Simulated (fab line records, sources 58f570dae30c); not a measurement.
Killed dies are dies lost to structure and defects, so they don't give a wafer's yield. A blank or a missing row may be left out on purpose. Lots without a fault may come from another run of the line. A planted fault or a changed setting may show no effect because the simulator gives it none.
Which tool did it? | flow berkeley_cmos170 | 7 lots, 21 wafers sampled, at 3 steps of a route of 331

WHAT THE GAUGES READ, wafer by wafer
UCB170_WELLDRIVE_THK_MEAS_02.
lot  | measured    | on            | WELLDRIVE_OXIDE_THK (nm)
L160 | day 4 16:34 | film_metro-02 | 200 199 201
L162 | day 4 21:14 | film_metro-02 | 197 197 194
L166 | day 5 10:11 | film_metro-01 | 198 196 198
L168 | day 5 21:59 | film_metro-01 | 194 195 194
L170 | day 6 07:36 | film_metro-03 | 196 197 193
L179 | day 8 08:42 | film_metro-03 | 198 196 198
L181 | day 8 19:14 | film_metro-02 | 196 196 196

WHICH TOOL RAN EACH LOT (tool, then ch and the chambers of the sampled wafers, then the start)
lot  | UCB170_ZERO_STRIP_07                | UCB170_PWELL_ETCH_14
L160 | plasma_asher-04 ch 0,1, day 2 09:57 | rie_diel-04 ch 0,3, day 4 03:08
L162 | plasma_asher-03 ch 0,1, day 2 23:04 | rie_diel-01 ch 0,1,2, day 4 08:10
L166 | plasma_asher-01 ch 0,1, day 3 14:19 | rie_diel-02 ch 0,1,3, day 4 22:10
L168 | plasma_asher-01 ch 0,1, day 4 00:45 | rie_diel-04 ch 0,1,2, day 5 08:50
L170 | plasma_asher-01 ch 0,1, day 4 04:49 | rie_diel-02 ch 1,2, day 5 18:17
L179 | plasma_asher-04 ch 0,1, day 6 04:30 | rie_diel-01 ch 0,2, day 7 14:05
L181 | plasma_asher-01 ch 0,1, day 6 14:21 | rie_diel-04 ch 0,1,2, day 8 05:45
- UCB170_ZERO_STRIP_07: strips in O2.
- UCB170_PWELL_ETCH_14: etches Si3N4 in CH3F/Ar/O2, stops on SiO2, target depth 242 nm, time 151 s.

THE ANSWER, worked out from the rows above alone
Rule: what is usual is taken from the lots themselves. Put in order of their means at a reading, lots are off if they are a third of the lots or fewer, leave a main group of 4 or more, and stand apart from it by a gap of 3 or more times the standard deviation of the main group's means; of several such gaps the widest counts. A main group whose means are all the same, to the digits that the tables above print for the reading, isn't used. A lot without any number at a reading at which 4 lots or more have one is off too. The other lots that the step has rows for count as sound.
No lot is off at any reading shown: from this, nothing can be told.

WHAT THE SIMULATOR HAD PUT IN
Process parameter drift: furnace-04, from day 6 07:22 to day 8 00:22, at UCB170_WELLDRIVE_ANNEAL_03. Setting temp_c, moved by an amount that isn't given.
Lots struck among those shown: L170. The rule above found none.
